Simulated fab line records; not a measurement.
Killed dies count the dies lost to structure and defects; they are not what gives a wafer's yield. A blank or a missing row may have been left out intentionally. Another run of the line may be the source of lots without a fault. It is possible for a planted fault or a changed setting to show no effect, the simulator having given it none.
Chamber matching + flow berkeley-cmos170 + rie-diel-03 running UCB170_PWELL_ETCH_14: 4 sister chambers
The step etches Si3N4 in CH3F/Ar/O2, stops on SiO2, target depth 242 nm, time 151 s. 14 wafers are shown with their chamber, then 6 later ones without.

== EACH WAFER AND ITS CHAMBER ==
| wafer  | chamber | throttle-valve-pct (%) | oes-product-au (a.u.) | chamber-pressure-mTorr (mTorr) |
|--------|---------|------------------------|-----------------------|--------------------------------|
| L109.1 | 3       | 7.99                   | 0.920                 | 50.02                          |
| L109.4 | 1       | 8.25                   | 0.940                 | 50.04                          |
| L109.6 | 0       | 8.16                   | 0.929                 | 50.09                          |
| L110.1 | 3       | 7.96                   | 0.908                 | 50.01                          |
| L110.3 | 1       | 8.24                   | 0.943                 | 49.97                          |
| L110.6 | 0       | 8.17                   | 0.925                 | 49.99                          |
| L112.1 | 0       | 8.16                   | 0.941                 | 49.96                          |
| L112.3 | 2       | 8.21                   | 0.956                 | 50.02                          |
| L112.6 | 3       | 7.97                   | 0.930                 | 50.03                          |
| L115.1 | 2       | 8.20                   | 0.972                 | 50.09                          |
| L115.3 | 1       | 8.25                   | 0.952                 | 49.93                          |
| L115.6 | 1       | 8.24                   | 0.967                 | 50.01                          |
| L119.1 | 3       | 7.99                   | 0.925                 | 49.98                          |
| L119.3 | 1       | 8.25                   | 0.954                 | 50.01                          |

SIGNATURES (means of the wafers above)
| reading                | chamber 0 | chamber 1 | chamber 2 | chamber 3 | scatter within a chamber |
|------------------------|-----------|-----------|-----------|-----------|--------------------------|
| throttle-valve-pct     | 8.1633    | 8.2460    | 8.2050    | 7.9775    | 0.00955                  |
| oes-product-au         | 0.93167   | 0.95120   | 0.96400   | 0.92075   | 0.00992                  |
| chamber-pressure-mTorr | 50.0133   | 49.9920   | 50.0550   | 50.0100   | 0.0452                   |
Rule: for each reading, subtract the chamber's mean from the wafer's reading, divide by that reading's scatter and square the result; add these up over the readings and take the root, which gives the wafer's distance from the chamber. The wafer belongs to the nearest chamber; if the next one is less than 2 further off, it can't be placed. The scatter: take each reading less its chamber's mean, square it, sum over the shown wafers, divide by the number of wafers less the number of chambers, and take the root.

== WAFERS WITHOUT THEIR CHAMBER ==
| wafer  | throttle-valve-pct (%) | oes-product-au (a.u.) | chamber-pressure-mTorr (mTorr) |
|--------|------------------------|-----------------------|--------------------------------|
| L119.5 | 7.97                   | 0.918                 | 49.98                          |
| L124.1 | 8.22                   | 0.945                 | 50.00                          |
| L124.4 | 7.97                   | 0.914                 | 49.96                          |
| L126.3 | 8.20                   | 0.960                 | 50.03                          |
| L126.4 | 7.98                   | 0.924                 | 49.91                          |
| L126.5 | 8.24                   | 0.948                 | 49.95                          |

== CHAMBER TAKEN BY EACH ==
| wafer  | from the rows above     | in truth |
|--------|-------------------------|----------|
| L119.5 | 3                       | 3        |
| L124.1 | can't be placed: 2 or 1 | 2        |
| L124.4 | 3                       | 3        |
| L126.3 | 2                       | 2        |
| L126.4 | 3                       | 3        |
| L126.5 | 1                       | 1        |
5 of 6 placed correctly. From these rows, 1 cannot be placed; in 1 the true chamber is one of the candidates. Wrongly placed: 0.
